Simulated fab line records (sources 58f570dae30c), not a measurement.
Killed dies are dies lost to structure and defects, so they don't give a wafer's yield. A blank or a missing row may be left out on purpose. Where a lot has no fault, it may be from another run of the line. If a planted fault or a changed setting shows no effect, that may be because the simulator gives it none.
Matching of chambers | flow berkeley-cmos170 | UCB170_M3_ETCH_17 on rie-diel-04: 4 sister chambers
The step etches BARC in N2/H2. 18 wafers are shown with their chamber, then 9 later ones without.

WAFERS, EACH WITH ITS CHAMBER
wafer  | chamber | drypump-motor-current-A (A) | throttle-valve-pct (%) | oes-product-au (a.u.)
L443.2 | 2       | 6.7                         | 13.36                  | 0.992
L443.5 | 0       | 5.9                         | 13.53                  | 1.034
L443.6 | 3       | 5.4                         | 13.53                  | 1.010
L442.2 | 1       | 6.1                         | 13.13                  | 1.002
L442.4 | 3       | 5.4                         | 13.53                  | 1.004
L442.5 | 0       | 5.9                         | 13.50                  | 1.019
L441.2 | 2       | 6.7                         | 13.36                  | 0.993
L441.5 | 3       | 5.4                         | 13.52                  | 0.995
L441.6 | 2       | 6.7                         | 13.36                  | 0.994
L446.1 | 2       | 6.7                         | 13.34                  | 1.002
L446.4 | 2       | 6.7                         | 13.35                  | 1.000
L446.6 | 0       | 5.9                         | 13.54                  | 1.024
L453.1 | 0       | 5.9                         | 13.51                  | 1.035
L453.3 | 1       | 6.0                         | 13.14                  | 1.004
L453.6 | 1       | 6.0                         | 13.13                  | 0.998
L454.1 | 1       | 6.0                         | 13.14                  | 1.011
L454.4 | 2       | 6.7                         | 13.36                  | 0.997
L454.5 | 3       | 5.4                         | 13.52                  | 1.008

SIGNATURES (means of the wafers above)
reading                 | chamber 0 | chamber 1 | chamber 2 | chamber 3 | scatter within a chamber
drypump-motor-current-A | 5.900     | 6.025     | 6.700     | 5.400     | 0.0231
throttle-valve-pct      | 13.5200   | 13.1350   | 13.3550   | 13.5250   | 0.0105
oes-product-au          | 1.02800   | 1.00375   | 0.99633   | 1.00425   | 0.00588
Rule: distance of a wafer from a chamber = root of the sum over the readings of ((wafer's reading minus chamber's mean) / reading's scatter) squared. If the next closest chamber is less than 2 further off than the closest, the wafer can't be placed; otherwise it belongs to the closest. The scatter: the root of (the sum of the squares of (reading less its chamber's mean) over the shown wafers, divided by (wafers less chambers)).

WAFERS MISSING THEIR CHAMBER
wafer  | drypump-motor-current-A (A) | throttle-valve-pct (%) | oes-product-au (a.u.)
L455.1 | 5.9                         | 13.51                  | 1.014
L455.3 | 5.4                         | 13.53                  | 1.000
L455.5 | 5.9                         | 13.53                  | 1.033
L457.2 | 6.1                         | 13.14                  | 1.003
L457.4 | 5.9                         | 13.52                  | 1.022
L457.5 | 5.4                         | 13.54                  | 1.014
L461.3 | 5.4                         | 13.53                  | 1.010
L461.5 | 6.7                         | 13.36                  | 1.004
L461.6 | 5.5                         | 13.53                  | 1.007

THE CHAMBER EACH PASSED THROUGH
wafer  | from the rows above | in truth
L455.1 | 0                   | 0
L455.3 | 3                   | 3
L455.5 | 0                   | 0
L457.2 | 1                   | 1
L457.4 | 0                   | 0
L457.5 | 3                   | 3
L461.3 | 3                   | 3
L461.5 | 2                   | 2
L461.6 | 3                   | 3
Placed correctly: 9 of 9. Number that these rows cannot place: 0. Number placed wrongly: 0.
